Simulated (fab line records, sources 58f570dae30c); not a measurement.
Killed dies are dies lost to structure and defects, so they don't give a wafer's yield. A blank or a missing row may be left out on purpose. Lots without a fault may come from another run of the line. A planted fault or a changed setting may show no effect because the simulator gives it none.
Which tool did it? | flow berkeley_cmos170 | 14 lots, 42 wafers sampled, at 5 steps of a route of 331

WHAT THE GAUGES READ, wafer by wafer
UCB170_NWELL_THK_MEAS_02.
lot  | measured    | on            | NWELL_OXIDE_THK (nm)
L857 | day 2 08:01 | film_metro-01 | 25.8 26.0 25.4
L855 | day 2 08:02 | film_metro-04 | 26.6 26.8 26.8
L858 | day 2 22:50 | film_metro-04 | 25.7 26.3 26.0
L861 | day 3 04:31 | film_metro-01 | 26.1 26.0 26.1
L865 | day 4 03:10 | film_metro-02 | 25.6 25.9 25.7
L866 | day 4 03:10 | film_metro-01 | 26.2 26.2 25.7
L867 | day 4 10:16 | film_metro-02 | 26.6 26.1 26.6
L868 | day 4 12:57 | film_metro-04 | 26.9 26.7 26.9
L870 | day 5 15:28 | film_metro-02 | 26.2 26.4 26.3
L871 | day 5 15:28 | film_metro-01 | 26.9 26.8 27.0
L872 | day 5 21:58 | film_metro-04 | 26.6 26.4 26.4
L875 | day 6 02:05 | film_metro-01 | 27.6 27.0 26.6
L876 | day 6 11:36 | film_metro-04 | 27.4 27.8 27.5
L878 | day 6 22:25 | film_metro-02 | 26.9 27.4 26.7

UCB170_SDANNEAL_RS_MEAS_02: measures by four-point-probe.
lot  | measured     | on            | PSD_RS (ohm/sq)
L857 | day 8 19:22  | film_metro-04 | 75.2 75.6 75.4
L855 | day 8 21:22  | film_metro-03 | 75.8 75.8 75.9
L858 | day 8 21:41  | film_metro-04 | 75.7 76.0 76.0
L861 | day 8 21:05  | film_metro-04 | 76.0 75.7 75.8
L865 | day 9 16:13  | film_metro-03 | 76.0 75.8 76.1
L866 | day 9 16:50  | film_metro-01 | 75.1 74.9 74.8
L867 | day 10 07:23 | film_metro-03 | 75.3 75.6 75.8
L868 | day 10 07:31 | film_metro-01 | 75.2 75.6 75.4
L870 | day 11 13:28 | film_metro-03 | 75.3 75.6 75.5
L871 | day 11 14:14 | film_metro-03 | 75.3 75.3 75.8
L872 | day 11 13:52 | film_metro-04 | 75.3 75.8 75.4
L875 | day 11 13:54 | film_metro-01 | 75.3 75.8 75.5
L876 | day 12 16:01 | film_metro-03 | 75.7 75.6 75.8
L878 | day 12 15:50 | film_metro-04 | 75.5 76.0 75.8

UCB170_V2_BOW_MEAS_03.
lot  | measured     | on            | V2_BOW (um)
L857 | day 9 18:13  | film_metro-04 | 39 44 35
L855 | day 9 18:07  | film_metro-02 | 32 41 37
L858 | day 9 19:48  | film_metro-04 | 43 37 41
L861 | day 9 17:55  | film_metro-03 | 35 42 43
L865 | day 10 09:23 | film_metro-04 | 42 53 30
L866 | day 10 12:14 | film_metro-04 | 34 33 42
L867 | day 10 22:17 | film_metro-02 | 25 43 29
L868 | day 10 23:49 | film_metro-04 | 40 31 38
L870 | day 12 06:43 | film_metro-04 | 36 42 32
L871 | day 12 09:55 | film_metro-03 | 24 37 30
L872 | day 12 07:22 | film_metro-02 | 35 42 30
L875 | day 12 09:02 | film_metro-04 | 43 47 39
L876 | day 13 08:58 | film_metro-03 | 43 42 32
L878 | day 13 08:18 | film_metro-02 | 38 39 42

WHICH TOOL RAN EACH LOT (tool, then ch and the chambers of the sampled wafers, then the start)
lot  | UCB170_PVT_COAT_01                | UCB170_PVT_STRIP_08
L857 | litho_track-01 ch 0, day 7 03:40  | plasma_asher-02 ch 1, day 7 05:07
L855 | litho_track-03 ch 0, day 7 10:58  | plasma_asher-01 ch 1, day 7 12:15
L858 | litho_track-01 ch 0, day 7 10:56  | plasma_asher-04 ch 0,1, day 7 12:12
L861 | litho_track-04 ch 0, day 7 10:13  | plasma_asher-04 ch 0,1, day 7 11:42
L865 | litho_track-03 ch 0, day 8 09:10  | plasma_asher-01 ch 0,1, day 8 11:22
L866 | litho_track-01 ch 0, day 8 09:14  | plasma_asher-01 ch 0,1, day 8 11:39
L867 | litho_track-01 ch 0, day 8 15:38  | plasma_asher-01 ch 0,1, day 8 17:36
L868 | litho_track-04 ch 0, day 8 15:59  | plasma_asher-01 ch 0, day 8 18:22
L870 | litho_track-04 ch 0, day 10 02:29 | plasma_asher-04 ch 0,1, day 10 03:46
L871 | litho_track-03 ch 0, day 10 02:34 | plasma_asher-04 ch 0,1, day 10 04:08
L872 | litho_track-04 ch 0, day 10 03:11 | plasma_asher-04 ch 0,1, day 10 04:29
L875 | litho_track-03 ch 0, day 10 06:56 | plasma_asher-02 ch 0,1, day 10 07:55
L876 | litho_track-03 ch 0, day 11 07:44 | plasma_asher-04 ch 0,1, day 11 08:37
L878 | litho_track-03 ch 0, day 11 04:34 | plasma_asher-04 ch 0,1, day 11 05:40
- UCB170_PVT_COAT_01: resist thk 900 nm.
- UCB170_PVT_STRIP_08: strips in O2.

WHAT THE TOOLS THEMSELVES READ (means of the sampled wafers that have a number; where no wafer has one, the mark that the record gives instead)
UCB170_PVT_STRIP_08.
lot  | tool            | drypump_motor_current_A (A) | oes_product_au (a.u.) | strip_time_to_endpoint_s (s)
L857 | plasma_asher-02 | 5.2                         | 0.734                 | 21.73
L855 | plasma_asher-01 | 5.7                         | 0.735                 | 21.65
L858 | plasma_asher-04 | 6.2                         | 0.734                 | 21.70
L861 | plasma_asher-04 | 6.0                         | 0.733                 | 21.71
L865 | plasma_asher-01 | 5.7                         | 0.734                 | 21.66
L866 | plasma_asher-01 | 5.7                         | 0.733                 | 20.60
L867 | plasma_asher-01 | 5.7                         | 0.739                 | 20.51
L868 | plasma_asher-01 | 5.6                         | 0.736                 | 21.63
L870 | plasma_asher-04 | 6.0                         | 0.734                 | 21.53
L871 | plasma_asher-04 | 6.0                         | 0.737                 | 21.64
L872 | plasma_asher-04 | 6.1                         | 0.738                 | 21.56
L875 | plasma_asher-02 | 5.3                         | 0.732                 | 21.62
L876 | plasma_asher-04 | 6.1                         | 0.735                 | 21.65
L878 | plasma_asher-04 | 6.0                         | 0.737                 | 21.61

THE ANSWER, worked out from the rows above alone
Rule: what is usual is taken from the lots themselves. Put in order of their means at a reading, lots are off if they are a third of the lots or fewer, leave a main group of 4 or more, and stand apart from it by a gap of 3 or more times the standard deviation of the main group's means; of several such gaps the widest counts. A main group whose means are all the same, to the digits that the tables above print for the reading, isn't used. A lot without any number at a reading at which 4 lots or more have one is off too. The other lots that the step has rows for count as sound. The gauges are gone through in route order, then the tools' own readings, and for those a lot's mean is taken as printed above. The first step at which some lot is off is used, and at that step the reading that is off furthest; a lot without a number counts as furthest.
Off: L866, L867, at UCB170_PVT_STRIP_08 (strip_time_to_endpoint_s). The main group: mean 21.64 s, standard deviation 0.056.
A tool fits if, at that step or a process step before it, it ran every lot that is off, and no sound lot after the first of them. One fits: litho_track-01 at UCB170_PVT_COAT_01. Its last sound lot is L858 (day 7 10:56), its first lot that is off L866 (day 8 09:14): a fault that began between those two fits.

WHAT THE SIMULATOR HAD PUT IN
Process parameter drift: litho_track-01, from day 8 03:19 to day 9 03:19, at UCB170_PVT_COAT_01. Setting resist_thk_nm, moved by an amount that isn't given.
Lots struck among those shown: L866, L867. The rule above found the same.
